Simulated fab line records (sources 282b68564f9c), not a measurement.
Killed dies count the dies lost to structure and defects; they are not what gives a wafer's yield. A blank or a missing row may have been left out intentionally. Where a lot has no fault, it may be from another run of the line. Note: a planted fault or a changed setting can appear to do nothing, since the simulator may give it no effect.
What tool caused it? + flow rit cmos + 14 lots with 42 wafers sampled at 2 steps, on a route of 202 steps

WHAT THE GAUGES READ, wafer by wafer
RIT_M1_CD_MEAS_90: the cd target is 2600 nm. Usual: cd nm at 2601 nm, with a standard deviation of 3.1.
| lot  | measured    | on        | cd nm (nm)     | flag |
|------|-------------|-----------|----------------|------|
| L970 | day 3 13:03 | cd sem-01 | 2599 2597 2602 |      |
| L971 | day 3 18:39 | cd sem-01 | 2604 2603 2603 |      |
| L973 | day 4 04:23 | cd sem-01 | 2596 2596 2595 |      |
| L972 | day 4 04:38 | cd sem-02 | 2601 2597 2599 |      |
| L976 | day 4 16:40 | cd sem-02 | 2598 2601 2599 |      |
| L975 | day 4 18:37 | cd sem-01 | 2600 2602 2598 |      |
| L978 | day 5 00:59 | cd sem-02 | 2602 2603 2605 |      |
| L979 | day 5 04:21 | cd sem-01 | 2602 2604 2601 |      |
| L981 | day 5 20:37 | cd sem-02 | 2601 2602 2601 |      |
| L983 | day 6 01:49 | cd sem-02 | 2608 2604 2604 |      |
| L987 | day 7 00:13 | cd sem-01 | - - -          | OFF  |
| L988 | day 7 03:37 | cd sem-02 | - - -          | OFF  |
| L992 | day 8 02:55 | cd sem-02 | 2605 2602 2605 |      |
| L993 | day 8 04:25 | cd sem-02 | 2602 2599 2602 |      |

WHICH TOOL RAN EACH LOT (tool, then ch and the chambers of the sampled wafers, then the start)
| lot  | RIT_M1_METAL_ETCH_12             |
|------|----------------------------------|
| L970 | rie metal-04 ch 0,1, day 3 12:32 |
| L971 | rie metal-02 ch 0,1, day 3 18:08 |
| L973 | rie metal-03 ch 0,1, day 4 03:52 |
| L972 | rie metal-04 ch 0,1, day 4 04:04 |
| L976 | rie metal-03 ch 0,1, day 4 16:04 |
| L975 | rie metal-04 ch 0,1, day 4 17:55 |
| L978 | rie metal-03 ch 0, day 5 00:27   |
| L979 | rie metal-04 ch 0,1, day 5 03:50 |
| L981 | rie metal-03 ch 0,1, day 5 19:55 |
| L983 | rie metal-02 ch 0,1, day 6 01:17 |
| L987 | rie metal-04 ch 0,1, day 6 23:41 |
| L988 | rie metal-02 ch 0,1, day 7 02:55 |
| L992 | rie metal-04 ch 0, day 8 02:22   |
| L993 | rie metal-03 ch 0,1, day 8 03:44 |
- RIT_M1_METAL_ETCH_12: etches Al in Cl2/BCl3, stops on SiO2, time 165 s, target depth 600 nm.

AS READ BY THE TOOLS THEMSELVES (means over the sampled wafers that have a number; for cases with no such wafer, the mark the record gives instead)
RIT_M1_METAL_ETCH_12. Usual: bcl3 flow sccm 49.98 sccm, standard deviation 0.15; chamber pressure mTorr 100.00 mTorr, standard deviation 0.096; drypump motor current A 5.83 A, standard deviation 0.28; oes product au 0.782 a.u., standard deviation 0.01; throttle valve pct 8.14 %, standard deviation 0.13.
| lot  | tool         | bcl3 flow sccm (sccm) | chamber pressure mTorr (mTorr) | drypump motor current A (A) | oes product au (a.u.) | throttle valve pct (%) | flag |
|------|--------------|-----------------------|--------------------------------|-----------------------------|-----------------------|------------------------|------|
| L970 | rie metal-04 | 50.05                 | 99.97                          | 5.89                        | 0.787                 | 8.20                   |      |
| L971 | rie metal-02 | 49.93                 | 100.05                         | 6.07                        | 0.777                 | 8.17                   |      |
| L973 | rie metal-03 | 49.98                 | 99.99                          | 5.60                        | 0.798                 | 8.10                   |      |
| L972 | rie metal-04 | 49.98                 | 100.03                         | 5.91                        | 0.781                 | 8.21                   |      |
| L976 | rie metal-03 | 50.13                 | 100.03                         | 5.60                        | 0.792                 | 8.09                   |      |
| L975 | rie metal-04 | 49.91                 | 99.92                          | 5.90                        | 0.773                 | 8.20                   |      |
| L978 | rie metal-03 | 50.09                 | 99.98                          | 5.68                        | 0.791                 | 8.24                   |      |
| L979 | rie metal-04 | 49.94                 | 100.07                         | 5.91                        | 0.786                 | 8.21                   |      |
| L981 | rie metal-03 | 50.09                 | 100.09                         | 5.65                        | 0.788                 | 8.16                   |      |
| L983 | rie metal-02 | 49.94                 | 100.08                         | 5.81                        | 0.777                 | 8.15                   |      |
| L987 | rie metal-04 | -                     | -                              | -                           | -                     | -                      | OFF  |
| L988 | rie metal-02 | -                     | -                              | -                           | -                     | -                      | OFF  |
| L992 | rie metal-04 | 49.94                 | 99.95                          | 5.79                        | 0.780                 | 7.94                   |      |
| L993 | rie metal-03 | 49.96                 | 99.98                          | 5.65                        | 0.785                 | 8.17                   |      |

THE ANSWER, worked out from the rows above alone
Rule: lot off if the mean of its wafers having a number is beyond 3 standard deviations from the usual mean. A lot without any number at a reading at which 4 lots or more have one is off too. The other lots that the step has rows for count as sound. The gauges are gone through in route order, then the tools' own readings, and for those a lot's mean is taken as printed above. At the first step where some lot is off, the reading lying furthest off is the one used; lots without a number count as furthest.
Off at RIT_M1_CD_MEAS_90 (cd nm): L987, L988. Without a number there: L987, L988.
If a tool, at a process step before that reading, ran all the lots that are off and no sound lot after the first of them, it fits. The gauges at RIT_M1_CD_MEAS_90 aren't tried: what is off there is off at RIT_M1_METAL_ETCH_12 too, on other tools, and a gauge's error can't cause that. Of those tried, none fits.

WHAT WAS PUT IN BY THE SIMULATOR
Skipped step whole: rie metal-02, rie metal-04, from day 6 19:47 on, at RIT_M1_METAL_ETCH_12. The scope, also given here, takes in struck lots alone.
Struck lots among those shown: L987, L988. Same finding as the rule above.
